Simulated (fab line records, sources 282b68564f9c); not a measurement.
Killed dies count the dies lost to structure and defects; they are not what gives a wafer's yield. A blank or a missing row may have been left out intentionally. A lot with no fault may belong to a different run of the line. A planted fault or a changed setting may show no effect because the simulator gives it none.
Which tool is to blame? ; flow rit_cmos ; Sampling: 16 lots, 48 wafers, 4 of 202 route steps

WHAT THE GAUGES READ, wafer by wafer
RIT_NWELL_OVL_MEAS_06. Usual: NWELL_OVL typically reads -1.2 nm, with standard deviation 1.4.
lot;measured;on;NWELL_OVL (nm);flag
L588;day 1 22:59;overlay-01;-0.5 0.2 -1.1;
L589;day 2 02:52;overlay-02;-2.7 -1.5 -2.8;
L590;day 2 08:44;overlay-01;-0.4 -2.9 -2.2;
L592;day 2 16:56;overlay-01;-2.0 -2.2 -2.8;
L593;day 3 00:49;overlay-02;1.2 0.7 0.2;
L594;day 3 04:26;overlay-02;-0.9 0.6 -0.3;
L595;day 3 09:10;overlay-01;-2.6 -1.9 -1.2;
L596;day 3 17:59;overlay-02;-1.5 -1.1 -3.6;
L598;day 3 22:51;overlay-01;-0.4 -0.3 0.4;
L601;day 4 21:02;overlay-01;- - - - - -;OFF
L602;day 5 03:32;overlay-01;-3.0 -2.7 -3.0;
L603;day 5 06:49;overlay-02;- - - - - -;OFF
L604;day 5 12:35;overlay-01;- - - - - -;OFF
L606;day 6 05:38;overlay-01;- - - - - -;OFF
L608;day 6 07:25;overlay-01;-2.2 -2.3 -3.2;
L610;day 6 18:22;overlay-02;-1.2 -2.3 -1.2;

RIT_WELLDRIVE_RS_MEAS_01: the measuring method here is four-point-probe. Usual: NWELL_RS typically reads 277.8 ohm/sq, with standard deviation 0.8.
lot;measured;on;NWELL_RS (ohm/sq);flag
L588;day 2 06:18;film_metro-03;277.3 277.7 276.6;
L589;day 2 11:23;film_metro-01;278.2 278.8 278.4;
L590;day 2 16:37;film_metro-03;277.1 277.1 277.3;
L592;day 3 00:57;film_metro-01;277.6 278.8 279.1;
L593;day 3 08:19;film_metro-03;277.3 276.9 276.9;
L594;day 3 12:35;film_metro-01;278.7 277.8 277.7;
L595;day 3 17:38;film_metro-04;277.8 278.1 277.3;
L596;day 4 01:55;film_metro-01;277.5 277.6 278.5;
L598;day 4 07:14;film_metro-01;279.0 278.9 278.5;
L602;day 5 13:26;film_metro-01;278.0 278.6 278.4;
L608;day 6 16:17;film_metro-03;277.4 277.1 277.5;
L610;day 7 03:53;film_metro-03;277.2 276.4 277.5;

RIT_M1_RS_MEAS_01: the measuring method here is four-point-probe. Usual: M1_AL_RS typically reads 0.0733 ohm/sq, with standard deviation 0.00065.
lot;measured;on;M1_AL_RS (ohm/sq);flag
L588;day 3 08:09;film_metro-04;0.0737 0.0721 0.0723;
L589;day 3 15:02;film_metro-01;0.0734 0.0732 0.0739;
L590;day 3 20:42;film_metro-02;0.0736 0.0728 0.0733;
L592;day 4 03:40;film_metro-02;0.0733 0.0728 0.0737;
L593;day 4 10:35;film_metro-01;0.0731 0.0731 0.0735;
L594;day 4 14:23;film_metro-01;0.0733 0.0739 0.0726;
L595;day 5 01:05;film_metro-01;0.0743 0.0741 0.0738;
L596;day 5 06:55;film_metro-01;0.0736 0.0734 0.0738;
L598;day 5 11:28;film_metro-01;0.0729 0.0732 0.0719;
L602;day 7 01:46;film_metro-02;0.0731 0.0730 0.0732;
L608;day 8 00:18;film_metro-01;0.0731 0.0735 0.0729;
L610;day 8 07:59;film_metro-01;0.0734 0.0741 0.0732;

WHICH TOOL RAN EACH LOT (tool, then ch and the chambers of the sampled wafers, then the start)
lot;RIT_NWELL_EXPOSE_03
L588;iline_stepper-01 ch 0, day 1 22:34
L589;iline_stepper-01 ch 0, day 2 02:26
L590;iline_stepper-01 ch 0, day 2 08:19
L592;iline_stepper-01 ch 0, day 2 16:30
L593;iline_stepper-01 ch 0, day 3 00:25
L594;iline_stepper-02 ch 0, day 3 04:02
L595;iline_stepper-01 ch 0, day 3 08:44
L596;iline_stepper-01 ch 0, day 3 17:33
L598;iline_stepper-01 ch 0, day 3 22:16
L601;iline_stepper-01 ch 0, day 4 20:38
L602;iline_stepper-02 ch 0, day 5 03:07
L603;iline_stepper-01 ch 0, day 5 06:23
L604;iline_stepper-01 ch 0, day 5 12:10
L606;iline_stepper-01 ch 0, day 6 05:14
L608;iline_stepper-02 ch 0, day 6 06:47
L610;iline_stepper-02 ch 0, day 6 17:47
- RIT_NWELL_EXPOSE_03: exposes mask M2, target cd 43900 nm.

AS READ BY THE TOOLS THEMSELVES (means over the sampled wafers that have a number; for cases with no such wafer, the mark the record gives instead)
The record holds no such reading with a usual standard deviation.

THE ANSWER, worked out from the rows above alone
Rule: a lot counts as off when the mean over its wafers that have a number is more than 3 standard deviations away from the usual mean. A lot without any number at a reading at which 4 lots or more have one is off too. The other lots that the step has rows for count as sound. The gauges are gone through in route order, then the tools' own readings, and for those a lot's mean is taken as printed above. At the first step where some lot is off, the reading lying furthest off is the one used; lots without a number count as furthest.
Off: L601, L603, L604, L606, at RIT_NWELL_OVL_MEAS_06 (NWELL_OVL). Without a number there: L601, L603, L604, L606.
A tool fits if, at a process step before that reading, it ran every lot that is off, and no sound lot after the first of them. The gauges at RIT_NWELL_OVL_MEAS_06 are tried like those tools. One candidate fits, namely iline_stepper-01 at RIT_NWELL_EXPOSE_03. Its last sound lot is L598 (day 3 22:16), its first lot that is off L601 (day 4 20:38): a fault that began between those two fits.

WHAT THE SIMULATOR PUT IN
Scanner matching overlay: iline_stepper-01, from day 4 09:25 on, at RIT_NWELL_EXPOSE_03. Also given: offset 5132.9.
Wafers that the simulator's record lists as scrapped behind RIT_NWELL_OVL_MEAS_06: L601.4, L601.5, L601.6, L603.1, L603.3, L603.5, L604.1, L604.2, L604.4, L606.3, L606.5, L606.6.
Struck lots among those shown: L601, L603, L604, L606. The rule given above showed the same thing.
